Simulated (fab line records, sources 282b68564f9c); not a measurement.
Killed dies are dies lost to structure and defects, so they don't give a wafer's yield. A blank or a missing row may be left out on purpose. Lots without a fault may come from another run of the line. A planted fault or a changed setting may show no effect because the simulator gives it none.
A struck lot beside a sound one | flow rit_cmos | 21 steps out of a route of 202
Sound: wafers L891.2, L891.3, L891.4. Struck: wafers L902.1, L902.5, L902.6. The cause comes at the end.
At each step with rows: each side's tool, then ch and its chambers, then its first start. Under that, the readings that differ: sound wafers | struck wafers | difference of the means | sigmas: that difference in standard deviations of wafers without a fault.
alike: readings whose means differ by less than 2 such deviations, and words and numbers that are the same on both sides. not compared: withheld readings, readings that some wafer has no value for, bounds like >300 that may hide the same value, and numbers for which the record gives no deviation and whose values overlap.
The two part at a step that has a row with sigmas, a row that says differs or no value, or rows on one side only. Numbers that don't overlap but have no deviation are shown without sigmas and don't part them. A reading that every wafer of one side lacks parts them only if that side has two wafers or more.

RIT_PLDD_OVL_MEAS_06:
  sound on overlay-02, day 3 11:25; struck on overlay-02, day 5 19:40
  alike: PLDD_OVL
then, 2 steps without rows for these wafers: RIT_PLDD_HARDBAKE_07 (time 60 s); RIT_PLDD_IMPLANT_08.
RIT_PLDD_STRIP_09: strips in O2, time 180 s.
  sound on plasma_asher-02 ch 0,1, day 3 11:45; struck on plasma_asher-03 ch 0,1, day 5 20:00
  alike: drypump_motor_current_A
  not compared: rf_hours_counter_h
RIT_PLDD_TW_MEAS_10:
  sound on film_metro-02, day 3 11:56; struck on film_metro-03, day 5 20:10
  alike: PLDD_TW
then, 4 steps without rows for these wafers: RIT_SPACER_CLEAN_00 (cleans in SC1, time 600 s); RIT_SPACER_CLEAN_01 (cleans in dHF, time 30 s); RIT_SPACER_CLEAN_02 (cleans in SC2, time 600 s); RIT_SPACER_CVD_03 (deposits Si3N4 from SiH2Cl2/NH3, target thk 250 nm, time 3300 s).
RIT_SPACER_THK_MEAS_04:
  sound on film_metro-01, day 3 14:29; struck on film_metro-01, day 5 22:41
  reading                 | sound             | struck            | difference | sigmas
  SPACER_NITRIDE_THK (nm) | 254.1 255.2 254.3 | 248.9 247.3 250.0 | -5.8       | -2
RIT_SPACER_ETCHBACK_05: etches Si3N4 in SF6/CHF3, stops on SiO2, target depth 250 nm, time 240 s.
  sound on rie_diel-01 ch 0,2,3, day 3 14:32; struck on rie_diel-01 ch 2,3, day 5 22:45
  reading               | sound             | struck            | difference | sigmas
  oes_product_au (a.u.) | 0.880 0.872 0.830 | 0.813 0.815 0.861 | -0.031     | -2
  alike: drypump_motor_current_A, throttle_valve_pct
  not compared: rf_hours_counter_h
then, 1 step without rows for these wafers: RIT_NSD_HMDS_00 (prime time 60 s).
RIT_NSD_COAT_01: resist thk 1000 nm.
  sound on litho_track-01 ch 0, day 3 14:52; struck on litho_track-04 ch 0, day 5 23:03
  reading                                  | sound                | struck               | difference | sigmas
  spin_speed_rpm (rpm)                     | 3253.1 3252.8 3253.7 | 3334.6 3333.5 3334.3 | +80.9      | +32
  model.NOVOLAK_of_NSD_COAT_01.thk_nm (nm) | 1003 1002 1004       | 988.7 987.9 987.3    | -15.0      |
  alike: exhaust_pa
RIT_NSD_SOFTBAKE_02: time 61.69 s.
  sound on litho_track-01 ch 0, day 3 15:01; struck on litho_track-04 ch 0, day 5 23:12
  alike: exhaust_pa, plate_sensor_t_centre_C, plate_sensor_t_edge_C
then, 3 steps without rows for these wafers: RIT_NSD_EXPOSE_03 (exposes mask M9, target cd 40700 nm); RIT_NSD_PEB_04; RIT_NSD_DEVELOP_05 (develop time 50 s).
RIT_NSD_OVL_MEAS_06:
  sound on overlay-02, day 3 15:32; struck on overlay-01, day 5 23:56
  alike: NSD_OVL
RIT_NSD_HARDBAKE_07: time 60 s.
  sound on litho_track-01 ch 0, day 3 15:35; struck on litho_track-01 ch 0, day 5 23:58
  reading                                  | sound             | struck            | difference | sigmas
  model.NOVOLAK_of_NSD_COAT_01.thk_nm (nm) | 886.7 885.3 887.3 | 873.9 873.1 872.6 | -13.2      |
  alike: exhaust_pa
then, 1 step without rows for these wafers: RIT_NSD_IMPLANT_08.
RIT_M1_PROBE_99:
  the record has rows for the struck wafers here (prober-02, day 6 10:23) and none for the sound ones

WHERE THEY PART
First at RIT_SPACER_THK_MEAS_04; last, within this record, at RIT_M1_PROBE_99.

WHY: what the simulator had put in
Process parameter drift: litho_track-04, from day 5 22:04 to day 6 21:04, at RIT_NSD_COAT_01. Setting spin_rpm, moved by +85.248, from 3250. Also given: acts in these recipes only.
